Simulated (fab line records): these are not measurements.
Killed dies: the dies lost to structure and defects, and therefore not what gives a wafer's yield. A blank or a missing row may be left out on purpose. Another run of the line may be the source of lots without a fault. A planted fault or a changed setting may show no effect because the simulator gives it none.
A lot that was struck, set against a sound lot    flow berkeley-cmos170    17 out of 331 route steps
Sound: these wafers, L258.1, L258.2, L258.3. The struck wafers were L270.2, L270.3, L270.6. At the end, the cause is stated.
At each step with rows: each side's tool, then ch and its chambers, then its first start. Under that, the readings that differ: sound wafers    struck wafers    difference of the means    sigmas: that difference in standard deviations of wafers without a fault.
alike: same words and numbers on both sides, and readings whose means sit less than 2 such deviations apart. not compared: any withheld reading, any reading some wafer has no value for, any bound like >300 that may hide the same value, and any number with overlapping values for which the record gives no deviation.
The two part at a step that has a row with sigmas, a row that says differs or no value, or rows on one side only. Numbers that don't overlap but have no deviation are shown without sigmas and don't part them. Lack of a reading on every wafer of one side parts them only where that side has two or more wafers.

UCB170_NVT_OVL_MEAS_06:
  sound: overlay-02 at day 5 21:01; struck: overlay-02 at day 8 22:44
  alike: NVT_OVL
next, for these wafers, 1 step has no rows: UCB170_NVT_IMPLANT_07.
UCB170_NVT_STRIP_08: strips in O2.
  sound on plasma-asher-01 ch 0,1, day 5 21:11; struck on plasma-asher-01 ch 0,1, day 8 22:55
reading                       sound              struck             difference  sigmas
o2-flow-sccm (sccm)           400.3 403.3 402.6  399.0 399.8 399.9  -2.5        -2
strip-time-to-endpoint-s (s)  21.58 21.58 21.47  21.73 21.64 21.72  +0.15       +2
  alike: drypump-motor-current-A, oes-product-au
  not compared: rf-hours-counter-h
UCB170_NVT_TW_MEAS_09:
  sound: film-metro-01 at day 5 21:17; struck: film-metro-02 at day 8 23:02
reading  sound              struck             difference  sigmas
NVT_TW   523.4 522.1 521.1  527.7 532.6 527.0  +6.9        +3
then, 7 steps without rows for these wafers: UCB170_NVT_CLEAN_10 (cleans in SPM, time 600 s); UCB170_PVT_HMDS_00 (prime time 60 s); UCB170_PVT_COAT_01 (resist thk 900 nm); UCB170_PVT_SOFTBAKE_02 (time 60 s); UCB170_PVT_EXPOSE_03 (exposes mask NWELL, target cd 3000 nm); UCB170_PVT_PEB_04; UCB170_PVT_DEVELOP_05 (develop time 45 s).
UCB170_PVT_OVL_MEAS_06:
  sound: overlay-01 at day 6 00:00; struck: overlay-01 at day 9 01:20
reading       sound     struck   difference  sigmas
PVT_OVL (nm)  -3 -3 -4  18 8 11  +16         +3
UCB170_PVT_IMPLANT_07:
  sound on implanter-01 ch 0, day 6 00:02; struck on implanter-04 ch 0, day 9 01:42
  alike: beam-energy-keV
UCB170_PVT_STRIP_08: strips in O2.
  sound on plasma-asher-03 ch 0,1, day 6 00:11; struck on plasma-asher-03 ch 0,1, day 9 01:50
  alike: drypump-motor-current-A, o2-flow-sccm, oes-product-au, strip-time-to-endpoint-s
  not compared: rf-hours-counter-h
UCB170_PVT_TW_MEAS_09:
  sound: film-metro-04 at day 6 00:17; struck: film-metro-03 at day 9 01:56
reading  sound        struck       difference  sigmas
PVT_TW   502 501 505  634 634 635  +132        +42
then, 1 step without rows for these wafers: UCB170_GATE_WET_ETCH_00 (etches SiO2 in dHF, time 200 s).
UCB170_M3_PROBE_99:
  the record has rows for the sound wafers here (prober-02, day 8 11:28) and none for the struck ones

## WHERE THEY PART
Last at UCB170_M3_PROBE_99 as far as this record goes, first at UCB170_NVT_STRIP_08.

WHY: the cause the simulator had injected
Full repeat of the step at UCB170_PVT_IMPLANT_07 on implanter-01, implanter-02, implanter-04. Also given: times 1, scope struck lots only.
